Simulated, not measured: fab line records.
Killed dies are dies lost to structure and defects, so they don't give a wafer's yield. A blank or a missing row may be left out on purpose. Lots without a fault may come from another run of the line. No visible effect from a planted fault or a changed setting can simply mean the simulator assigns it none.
Which tool was responsible? | flow berkeleyCmos170 | 41 wafers from 14 lots sampled at 6 of the route's 331 steps

## WHAT THE GAUGES READ, wafer by wafer
UCB170_V2_THK_MEAS_04. Usual: for V2_POLISHED_THK the level is 999.8 nm and the standard deviation is 1.2.
lot  | measured     | on           | V2_POLISHED_THK (nm) | flag
L963 | day 8 00:07  | filmMetro-02 | 999.8 997.9 998.3    | 
L966 | day 8 10:22  | filmMetro-03 | 998.7 1000.0 999.2   | 
L964 | day 8 09:38  | filmMetro-03 | 1001.6 1000.4 999.1  | 
L967 | day 8 10:25  | filmMetro-02 | 1002.1 999.3 998.9   | 
L965 | day 8 10:02  | filmMetro-03 | 999.4 1001.3 1000.1  | 
L970 | day 9 08:51  | filmMetro-01 | 999.3 999.8 999.3    | 
L972 | day 9 09:28  | filmMetro-03 | 999.2 1000.1 997.4   | 
L973 | day 9 09:35  | filmMetro-02 | 1002.7 999.3 999.7   | 
L976 | day 10 06:38 | filmMetro-03 | 999.0 998.3          | 
L980 | day 10 19:44 | filmMetro-02 | 1000.0 1000.0 999.5  | 
L979 | day 10 19:23 | filmMetro-02 | 999.8 998.7 1001.8   | 
L981 | day 11 09:38 | filmMetro-03 | 999.5 1000.0 1001.5  | 
L983 | day 11 18:56 | filmMetro-03 | 998.7 1001.6 999.9   | 
L982 | day 11 20:42 | filmMetro-02 | 999.8 1000.3 1002.7  | 

UCB170_M3_CD_MEAS_15: target cd 700 nm. Usual: 700.0 nm for cdNm, sd 1.1.
lot  | measured     | on       | cdNm (nm)         | flag
L963 | day 8 04:40  | cdSem-01 | 699.5 700.6 700.2 | 
L966 | day 8 15:46  | cdSem-01 | 699.4 700.0 699.5 | 
L964 | day 8 14:18  | cdSem-02 | 700.8 702.4 701.1 | 
L967 | day 8 15:50  | cdSem-02 | 698.6 699.6 699.5 | 
L965 | day 8 15:11  | cdSem-01 | 700.3 699.6 699.3 | 
L970 | day 9 13:32  | cdSem-01 | 700.0 698.5 700.2 | 
L972 | day 9 14:22  | cdSem-01 | 701.0 701.6 699.6 | 
L973 | day 9 14:36  | cdSem-02 | 700.4 700.6 700.1 | 
L976 | day 10 10:54 | cdSem-02 | 700.4 700.9       | 
L980 | day 10 23:46 | cdSem-02 | 699.6 698.1 699.1 | 
L979 | day 10 23:31 | cdSem-02 | 698.6 698.3 698.5 | 
L981 | day 11 13:26 | cdSem-01 | 700.6 700.1 699.7 | 
L983 | day 11 23:00 | cdSem-02 | 700.8 699.3 701.4 | 
L982 | day 12 01:18 | cdSem-02 | 698.7 698.9 699.0 | 

UCB170_M3_CD_MEAS_90: target cd 700 nm. Usual: 700.8 nm for cdNm, sd 2.8.
lot  | measured     | on       | cdNm (nm)         | flag
L963 | day 8 05:10  | cdSem-01 | 703.8 704.7 704.0 | 
L966 | day 8 16:15  | cdSem-01 | 704.4 703.5 703.2 | 
L964 | day 8 14:47  | cdSem-02 | 700.8 701.7 702.1 | 
L967 | day 8 16:21  | cdSem-01 | 699.7 699.2 696.2 | 
L965 | day 8 15:40  | cdSem-02 | 704.9 703.7 701.8 | 
L970 | day 9 14:01  | cdSem-01 | 705.4 698.3 703.6 | 
L972 | day 9 14:50  | cdSem-01 | 704.2 701.8 700.7 | 
L973 | day 9 15:05  | cdSem-02 | 702.3 702.8 700.0 | 
L976 | day 10 11:23 | cdSem-02 | 700.9 676.0       | OFF
L980 | day 11 00:14 | cdSem-01 | 699.3 696.0 695.1 | 
L979 | day 11 00:00 | cdSem-01 | 673.6 677.2 674.8 | OFF
L981 | day 11 13:55 | cdSem-02 | 700.4 702.8 701.7 | 
L983 | day 11 23:29 | cdSem-01 | 697.1 696.5 696.3 | 
L982 | day 12 01:47 | cdSem-02 | 695.1 699.2 698.1 | 

## EACH LOT AND THE TOOL THAT RAN IT (in order: tool; ch and the chambers of the sampled wafers; start)
lot  | UCB170_V1_CMP_02              | UCB170_M3_METAL_ETCH_18          | UCB170_M3_STRIP_19
L963 | cmp-02 ch 0,1,2, day 7 16:02  | rieMetal-01 ch 0,1, day 8 04:52  | plasmaAsher-02 ch 0,1, day 8 05:04
L966 | cmp-02 ch 0,1,3, day 8 00:45  | rieMetal-01 ch 0,1, day 8 15:57  | plasmaAsher-03 ch 0,1, day 8 16:08
L964 | cmp-01 ch 0,2, day 8 00:48    | rieMetal-02 ch 0, day 8 14:29    | plasmaAsher-04 ch 0,1, day 8 14:40
L967 | cmp-01 ch 1,3, day 8 01:03    | rieMetal-02 ch 0, day 8 16:02    | plasmaAsher-02 ch 0,1, day 8 16:13
L965 | cmp-02 ch 0,3, day 8 01:06    | rieMetal-04 ch 0,1, day 8 15:23  | plasmaAsher-02 ch 0,1, day 8 15:34
L970 | cmp-02 ch 1,2,3, day 9 01:47  | rieMetal-01 ch 0,1, day 9 13:44  | plasmaAsher-04 ch 0,1, day 9 13:55
L972 | cmp-02 ch 0,3, day 9 02:05    | rieMetal-04 ch 0,1, day 9 14:33  | plasmaAsher-04 ch 0,1, day 9 14:44
L973 | cmp-02 ch 0,3, day 9 02:41    | rieMetal-01 ch 0,1, day 9 14:49  | plasmaAsher-02 ch 0,1, day 9 14:59
L976 | cmp-01 ch 1,2, day 10 00:23   | rieMetal-01 ch 0,1, day 10 11:04 | plasmaAsher-02 ch 1, day 10 11:16
L980 | cmp-02 ch 1,2, day 10 14:07   | rieMetal-02 ch 0, day 10 23:56   | plasmaAsher-02 ch 0,1, day 11 00:07
L979 | cmp-01 ch 0,1,3, day 10 14:10 | rieMetal-01 ch 0, day 10 23:41   | plasmaAsher-03 ch 1, day 10 23:53
L981 | cmp-02 ch 1,2, day 11 03:38   | rieMetal-04 ch 0,1, day 11 13:37 | plasmaAsher-03 ch 0,1, day 11 13:49
L983 | cmp-02 ch 0,1,3, day 11 10:50 | rieMetal-02 ch 0,1, day 11 23:12 | plasmaAsher-03 ch 0,1, day 11 23:23
L982 | cmp-01 ch 1,3, day 11 14:52   | rieMetal-04 ch 0,1, day 12 01:30 | plasmaAsher-04 ch 0,1, day 12 01:41
- UCB170_V1_CMP_02: polishes SiO2.
- UCB170_M3_METAL_ETCH_18: etches Al in Cl2/BCl3, stops on SiO2, target depth 1170 nm, time 195 s.
- UCB170_M3_STRIP_19: strips in O2.

## WHAT THE TOOLS THEMSELVES READ (means of the sampled wafers that have a number; where no wafer has one, the mark that the record gives instead)
UCB170_V1_CMP_02. Usual: 16.0 A for motorCurrentA, sd 2.1.
lot  | tool   | motorCurrentA (A) | flag
L963 | cmp-02 | 14.3              | 
L966 | cmp-02 | 15.6              | 
L964 | cmp-01 | 15.8              | 
L967 | cmp-01 | 17.5              | 
L965 | cmp-02 | 17.8              | 
L970 | cmp-02 | 15.5              | 
L972 | cmp-02 | 17.4              | 
L973 | cmp-02 | 17.5              | 
L976 | cmp-01 | 16.1              | 
L980 | cmp-02 | 13.7              | 
L979 | cmp-01 | 16.3              | 
L981 | cmp-02 | 13.4              | 
L983 | cmp-02 | 15.0              | 
L982 | cmp-01 | 18.0              | 

UCB170_M3_METAL_ETCH_18. Usual: drypumpMotorCurrentA 5.7 A, standard deviation 0.45; heBacksideLeakSccm 3.4 sccm, standard deviation 0.49; oesProductAu 0.856 a.u., standard deviation 0.019; throttleValvePct 24.4 %, standard deviation 0.32.
lot  | tool        | drypumpMotorCurrentA (A) | heBacksideLeakSccm (sccm) | oesProductAu (a.u.) | throttleValvePct (%) | flag
L963 | rieMetal-01 | 5.8                      | 3.5                       | 0.861               | 24.6                 | 
L966 | rieMetal-01 | 5.3                      | 3.4                       | 0.883               | 24.7                 | 
L964 | rieMetal-02 | 5.9                      | 3.6                       | 0.877               | 23.9                 | 
L967 | rieMetal-02 | 5.9                      | 3.6                       | 0.869               | 23.9                 | 
L965 | rieMetal-04 | 5.5                      | 4.3                       | 0.839               | 24.4                 | 
L970 | rieMetal-01 | 5.3                      | 3.3                       | 0.858               | 24.7                 | 
L972 | rieMetal-04 | 5.5                      | 3.3                       | 0.825               | 24.4                 | 
L973 | rieMetal-01 | 5.3                      | 3.3                       | 0.875               | 24.7                 | 
L976 | rieMetal-01 | 5.6                      | 3.2                       | 0.859               | 24.6                 | 
L980 | rieMetal-02 | 5.9                      | 3.6                       | 0.867               | 23.9                 | 
L979 | rieMetal-01 | 6.2                      | 3.5                       | 0.852               | 24.4                 | 
L981 | rieMetal-04 | 5.5                      | 3.3                       | 0.829               | 24.4                 | 
L983 | rieMetal-02 | 5.9                      | 3.5                       | 0.869               | 24.1                 | 
L982 | rieMetal-04 | 5.6                      | 3.4                       | 0.834               | 24.3                 | 

UCB170_M3_STRIP_19. Usual: drypumpMotorCurrentA 5.6 A, standard deviation 0.51; oesProductAu 0.549 a.u., standard deviation 0.016.
lot  | tool           | drypumpMotorCurrentA (A) | oesProductAu (a.u.) | flag
L963 | plasmaAsher-02 | 5.4                      | 0.569               | 
L966 | plasmaAsher-03 | 5.1                      | 0.572               | 
L964 | plasmaAsher-04 | 6.0                      | 0.540               | 
L967 | plasmaAsher-02 | 5.4                      | 0.534               | 
L965 | plasmaAsher-02 | 5.8                      | 0.548               | 
L970 | plasmaAsher-04 | 6.0                      | 0.564               | 
L972 | plasmaAsher-04 | 5.7                      | 0.538               | 
L973 | plasmaAsher-02 | 5.4                      | 0.563               | 
L976 | plasmaAsher-02 | 6.1                      | 0.445               | OFF
L980 | plasmaAsher-02 | 5.8                      | 0.537               | 
L979 | plasmaAsher-03 | 4.9                      | 0.313               | OFF
L981 | plasmaAsher-03 | 5.1                      | 0.538               | 
L983 | plasmaAsher-03 | 5.1                      | 0.546               | 
L982 | plasmaAsher-04 | 6.0                      | 0.523               | 

## THE ANSWER, worked out from the rows above alone
Rule: take the mean of a lot's wafers that have a number; if it is more than 3 standard deviations from the usual mean, the lot is off. Also off: a lot with no number at a reading for which 4 or more lots have one. The other lots that the step has rows for count as sound. After the gauges, taken in route order, come the tools' own readings; for these a lot's mean is taken, as printed above. The first step at which some lot is off is used, and at that step the reading that is off furthest; a lot without a number counts as furthest.
Off, at UCB170_M3_CD_MEAS_90 on cdNm: L976, L979.
A tool fits if, at a process step before that reading, it ran every lot that is off, and no sound lot after the first of them. The gauges at UCB170_M3_CD_MEAS_90 aren't tried: what is off there is off at UCB170_M3_STRIP_19 too, on other tools, and a gauge's error can't cause that. One fits: UCB170_M3_METAL_ETCH_18 on rieMetal-01. A fault onset in the window from L973 (day 9 14:49, its last sound lot) to L976 (day 10 11:04, its first lot off) fits.

## WHAT WAS PUT IN BY THE SIMULATOR
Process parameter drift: rieMetal-01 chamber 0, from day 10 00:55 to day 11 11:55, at UCB170_M3_METAL_ETCH_18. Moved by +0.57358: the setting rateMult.
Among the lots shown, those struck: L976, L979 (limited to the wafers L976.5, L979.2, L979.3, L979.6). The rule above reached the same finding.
